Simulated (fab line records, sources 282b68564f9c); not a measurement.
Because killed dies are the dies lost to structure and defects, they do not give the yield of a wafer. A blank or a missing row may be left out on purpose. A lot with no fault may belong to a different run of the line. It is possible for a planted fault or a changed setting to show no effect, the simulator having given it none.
Comparing a struck lot with a sound one | flow rit_cmos | 43 steps out of a route of 202
Sound: wafers L147.1, L147.2, L147.4. Struck: wafer L157.1. (L157.3, L157.6 of the same lot were not struck and are left out.) The cause comes at the end.
Order at every step that has rows: each side's tool, ch and its chambers, its first start. Under that, the readings that differ: sound wafers | struck wafers | difference of the means | sigmas: that difference in standard deviations of wafers without a fault.
alike: readings with means less than 2 such deviations apart, plus words and numbers identical on both sides. not compared: withheld readings, readings lacking a value on some wafer, bounds such as >300 that could conceal the same value, and numbers that have no deviation in the record and whose values overlap.
Wherever a step has rows on one side only, a row that says differs or no value, or a row with sigmas, the two part there. Numbers that have no deviation but don't overlap get no sigmas and don't part them. A reading missing from all wafers of one side parts the sides only when that side holds two or more wafers.

first, 1 step without rows for these wafers: RIT_ACTIVE_OXIDATION_01 (target thk 46.8 nm, ox time 3288 s).
RIT_ACTIVE_THK_MEAS_02:
  sound on film_metro-02, day 2 23:03; struck on film_metro-03, day 5 01:50
  alike: ACTIVE_OXIDE_THK
then, 1 step without rows for these wafers: RIT_ACTIVE_CVD_03 (deposits Si3N4 from SiH2Cl2/NH3, target thk 150 nm, time 1500 s).
RIT_ACTIVE_THK_MEAS_04:
  sound on film_metro-04, day 3 00:32; struck on film_metro-02, day 5 03:19
  alike: ACTIVE_NITRIDE_THK
then, 6 steps without rows for these wafers: RIT_ACTIVE_HMDS_05 (prime time 60 s); RIT_ACTIVE_COAT_06 (resist thk 1000 nm); RIT_ACTIVE_SOFTBAKE_07 (time 60 s); RIT_ACTIVE_EXPOSE_08 (exposes mask M1, target cd 1400 nm); RIT_ACTIVE_PEB_09; RIT_ACTIVE_DEVELOP_10 (develop time 50 s).
RIT_ACTIVE_CD_MEAS_11: the cd target is 1400 nm.
  sound on cd_sem-02, day 3 01:31; struck on cd_sem-01, day 5 04:13
  alike: cd_nm
then, 1 step without rows for these wafers: RIT_ACTIVE_HARDBAKE_12 (time 60 s).
RIT_ACTIVE_ETCH_13: etches Si3N4 in SF6, stops on SiO2, time 210 s, target depth 210 nm.
  sound on rie_diel-03 ch 1,2,3, day 3 01:47; struck on rie_diel-02 ch 0, day 5 04:29
  alike: drypump_motor_current_A, oes_product_au, throttle_valve_pct
  not compared: rf_hours_counter_h
RIT_ACTIVE_STRIP_14: strips in O2, time 180 s.
  sound on plasma_asher-03 ch 0,1, day 3 01:55; struck on plasma_asher-01 ch 1, day 5 04:38
  alike: drypump_motor_current_A
  not compared: rf_hours_counter_h
RIT_ACTIVE_CD_MEAS_90: the cd target is 1400 nm.
  sound on cd_sem-01, day 3 02:05; struck on cd_sem-02, day 5 04:48
  alike: cd_nm
then, 4 steps without rows for these wafers: RIT_ACTIVE_CLEAN_15 (cleans in SC1, time 600 s); RIT_ACTIVE_CLEAN_16 (cleans in dHF, time 30 s); RIT_ACTIVE_CLEAN_17 (cleans in SC2, time 600 s); RIT_FOX1_OXIDATION_00 (target thk 350.7 nm, ox time 1130 s).
RIT_FOX1_THK_MEAS_01:
  sound on film_metro-03, day 3 03:53; struck on film_metro-03, day 5 06:36
  alike: FOX1_OXIDE_THK
then, 2 steps without rows for these wafers: RIT_FOX1_WET_ETCH_02 (etches SiO2 in BOE, target depth 350 nm, time 390 s); RIT_FOX2_OXIDATION_00 (target thk 350.7 nm, ox time 1130 s).
RIT_FOX2_THK_MEAS_01:
  sound on film_metro-03, day 3 06:26; struck on film_metro-03, day 5 08:05
  alike: FOX2_OXIDE_THK
then, 2 steps without rows for these wafers: RIT_FOX2_CLEAN_02 (cleans in dHF, time 180 s); RIT_FOX2_WET_ETCH_03 (etches Si3N4 in H3PO4, target depth 195 nm, time 2700 s).
RIT_FOX2_THK_MEAS_90:
  sound on film_metro-03, day 3 07:19; struck on film_metro-02, day 5 08:58
  alike: FIELD_OXIDE_LEFT_1_THK
then, 6 steps without rows for these wafers: RIT_NWELL_HMDS_00 (prime time 60 s); RIT_NWELL_COAT_01 (resist thk 1300 nm); RIT_NWELL_SOFTBAKE_02 (time 60 s); RIT_NWELL_EXPOSE_03 (exposes mask M2, target cd 43900 nm); RIT_NWELL_PEB_04; RIT_NWELL_DEVELOP_05 (develop time 68 s).
RIT_NWELL_OVL_MEAS_06:
  sound on overlay-01, day 3 08:25; struck on overlay-01, day 5 10:02
  alike: NWELL_OVL
then, 2 steps without rows for these wafers: RIT_NWELL_HARDBAKE_07 (time 120 s); RIT_NWELL_IMPLANT_08.
RIT_NWELL_STRIP_09: strips in O2, time 180 s.
  sound on plasma_asher-01 ch 0,1, day 3 08:50; struck on plasma_asher-01 ch 0, day 5 10:28
  alike: drypump_motor_current_A
  not compared: rf_hours_counter_h
RIT_NWELL_TW_MEAS_10:
  sound on film_metro-04, day 3 09:13; struck on film_metro-02, day 5 10:38
  alike: NWELL_TW
then, 5 steps without rows for these wafers: RIT_PWELL_HMDS_00 (prime time 60 s); RIT_PWELL_COAT_01 (resist thk 1300 nm); RIT_PWELL_SOFTBAKE_02 (time 60 s); RIT_PWELL_EXPOSE_03 (exposes mask M3, target cd 43700 nm); RIT_PWELL_PEB_04.
RIT_M1_PROBE_99:
  sound on prober-01, day 5 03:03; struck on prober-01, day 7 00:56
  reading             | sound | struck | difference | sigmas
  killed_at_front_end | 6 5 8 | 34     | +28        | +9
  killed_dies         | 6 5 8 | 34     | +28        | +9
  alike: killed_at_M0_to_M3, killed_at_contacts, killed_open, killed_short

== WHERE THEY PART ==
At RIT_M1_PROBE_99 and nowhere else, as far as this record goes.

WHY: what had been put in by the simulator
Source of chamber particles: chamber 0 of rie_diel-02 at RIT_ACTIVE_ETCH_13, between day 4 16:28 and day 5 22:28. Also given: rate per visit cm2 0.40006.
